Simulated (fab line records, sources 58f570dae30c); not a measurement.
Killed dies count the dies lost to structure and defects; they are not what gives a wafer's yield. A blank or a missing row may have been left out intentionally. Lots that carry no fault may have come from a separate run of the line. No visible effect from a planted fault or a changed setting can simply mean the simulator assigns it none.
A lot that was struck, set against a sound lot || flow berkeley_cmos170 || 14 steps out of a route of 331
Sound: the wafers L322.1, L322.2, L322.6. Wafers struck: L314.3, L314.4, L314.5. The cause is given at the end.
Each step with rows lists, per side, the tool, then ch with its chambers, then its first start. Under that, the readings that differ: sound wafers || struck wafers || difference of the means || sigmas: that difference in standard deviations of wafers without a fault.
alike: words and numbers the same on both sides, and readings whose means are apart by under 2 such deviations; not compared: readings that were withheld, readings missing a value for some wafer, numbers with overlapping values and no deviation given by the record, and bounds like >300 which may hide the same value.
A row with sigmas, a row that says differs or no value, or rows on one side alone: a step with any of these is where the two part. Non-overlapping numbers with no deviation appear without sigmas and do not part them. A reading that every wafer of one side lacks parts them only if that side has two wafers or more.

first, 4 steps without rows for these wafers: UCB170_WELLDRIVE_WET_ETCH_04 (etches SiO2 in BOE, time 120 s); UCB170_ACTIVE_CLEAN_00 (cleans in SPM, time 600 s); UCB170_ACTIVE_CLEAN_01 (cleans in dHF, time 60 s); UCB170_ACTIVE_OXIDATION_02 (target thk 26.4 nm, ox time 1260 s).
UCB170_ACTIVE_THK_MEAS_03:
  sound on film_metro-03, day 7 17:14; struck on film_metro-01, day 5 20:46
{"reading": "ACTIVE_OXIDE_THK (nm)", "sound": "26.6 26.3 26.4", "struck": "27.4 27.1 27.5", "difference": "+0.9", "sigmas": "+2"}
then, 2 steps without rows for these wafers: UCB170_ACTIVE_ANNEAL_04 (time 900 s); UCB170_ACTIVE_CVD_05 (deposits Si3N4 from SiH2Cl2/NH3, target thk 220 nm, time 3300 s).
UCB170_ACTIVE_THK_MEAS_06:
  sound on film_metro-01, day 8 00:14; struck on film_metro-01, day 6 01:41
  alike: ACTIVE_NITRIDE_THK
then, 4 steps without rows for these wafers: UCB170_ACTIVE_HMDS_07 (prime time 60 s); UCB170_ACTIVE_COAT_08 (resist thk 900 nm); UCB170_ACTIVE_SOFTBAKE_09 (time 60 s); UCB170_ACTIVE_EXPOSE_10 (exposes mask ACTIVE, target cd 1200 nm).
UCB170_ACTIVE_PEB_11:
  sound on litho_track-02 ch 0, day 8 01:30; struck on litho_track-04, day 6 03:32
  no value came back on the struck wafers for chill_plate_temp_C (C), exhaust_pa (Pa); on the sound wafers chill_plate_temp_C (C) reads 22.99 23.04 22.83
then, 1 step without rows for these wafers: UCB170_ACTIVE_DEVELOP_12 (develop time 45 s).

== WHERE THEY PART ==
Last at UCB170_ACTIVE_PEB_11 as far as this record goes, first at UCB170_ACTIVE_THK_MEAS_03.

WHY: what the simulator had put in
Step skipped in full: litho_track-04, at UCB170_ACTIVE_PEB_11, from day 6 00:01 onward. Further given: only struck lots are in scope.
